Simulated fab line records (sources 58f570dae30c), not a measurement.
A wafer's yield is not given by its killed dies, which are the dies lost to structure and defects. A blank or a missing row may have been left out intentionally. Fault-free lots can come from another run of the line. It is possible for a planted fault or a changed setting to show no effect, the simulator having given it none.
2 desks, one fault	flow berkeley cmos170	each desk holds nothing but its own numbers, with what lay behind them at the end

## FOR THE TOOL OWNER'S DESK: furnace-02
The tool's own readings at UCB170_GATE_OXIDATION_01 (target thk 6.6 nm, ox time 1800 s): means of the sampled wafers that have a number, for each lot that ran on this tool. Any lot whose mean is over 4 standard deviations away from the usual mean is out of limits and marked OUT; that distance is given in the brackets.
Columns: A = spike tc centre C at UCB170_GATE_OXIDATION_01, usual 853.0 C; B = spike tc load C at UCB170_GATE_OXIDATION_01, usual 871.3 C; C = spike tc source C at UCB170_GATE_OXIDATION_01, usual 872.1 C; D = tube center temp C at UCB170_GATE_OXIDATION_01, usual 850 C; E = tube_center_temp_C_max at UCB170_GATE_OXIDATION_01, usual 852.2
lot	first seen here	A	B	C	D	E
L891	day 8 22:13	840.6 (-8.2) OUT	856.0 (-7.6) OUT	856.0 (-5.8) OUT	836 (-99 or more) OUT	838.2 (-37) OUT
L892	day 8 22:13	840.5 (-8.4) OUT	854.8 (-8.2) OUT	854.8 (-6.2) OUT	836 (-99 or more) OUT	838.2 (-37) OUT
L893	day 8 22:13	840.1 (-8.6) OUT	854.9 (-8.2) OUT	856.4 (-5.6) OUT	836 (-99 or more) OUT	838.0 (-37) OUT
Finding of this desk: L891, L892, L893 out of limits; the first was L891 at day 8 22:13, on spike tc centre C at UCB170_GATE_OXIDATION_01. In limits: none.

## THE METROLOGY DESK
What the gauges read for every lot (on any tool): the sampled wafers with a number, averaged. Any lot whose mean is over 4 standard deviations away from the usual mean is out of limits and marked OUT; that distance is given in the brackets.
Columns: A = INCOMING_BOW at UCB170_START_BOW_MEAS_00, usual 0 um; B = PFIELD_OVL at UCB170_PFIELD_OVL_MEAS_06, usual -3 nm; C = GATE_OXIDE_THK at UCB170_GATE_THK_MEAS_02, usual 6.56 nm; D = NLDD_OVL at UCB170_NLDD_OVL_MEAS_07, usual -3 nm
lot	first seen here	A	B	C	D
L881	day 1 10:00	-5	4	6.63	-3
L882	day 1 15:02	0	-3	6.72	-2
L883	day 1 20:02	4	1	6.53	-4
L885	day 2 06:01	1	2	6.54	-7
L886	day 2 11:00	5	-8	6.66	-1
L887	day 2 16:01	-1	-10	6.75	2
L888	day 2 21:01	-2	-9	6.84	-3
L891	day 3 12:01	-8	2	5.26 (-7.7) OUT	2
L892	day 3 17:02	-1	-8	5.51 (-6.2) OUT	-1
L893	day 3 22:01	2	-5	5.46 (-6.5) OUT	-0
L894	day 4 03:02	2	0	6.72	-2
L895	day 4 08:00	1	-7	6.98	5
L896	day 4 13:05	-3	0	6.43	-7
L897	day 4 18:02	4	7	6.41	-6
L898	day 4 23:02	2	-14	6.57	-4
This desk reports L891, L892, L893 out of limits; the earliest was L891 at day 8 23:44 (GATE_OXIDE_THK at UCB170_GATE_THK_MEAS_02). L881, L882, L883, L885, L886, L887, L888, L894, L895, L896, L897, L898: within limits.

## TAKEN TOGETHER
An alarm could have come from the tool owner's desk at day 8 22:13, on L891, L892, L893.
The metrology desk could have raised an alarm at day 8 23:44, on L891, L892, L893.
UCB170_GATE_OXIDATION_01 was run on furnace-02 by each of the lots named.

## WHAT THE SIMULATOR PUT IN
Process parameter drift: furnace-02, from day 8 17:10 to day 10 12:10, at UCB170_GATE_OXIDATION_01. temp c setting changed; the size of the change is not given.
Shown lots that were struck: L891, L892, L893.
Time in hours from fault onset to the first out-of-limits reading at each desk: tool owner's desk 5, metrology desk 7.
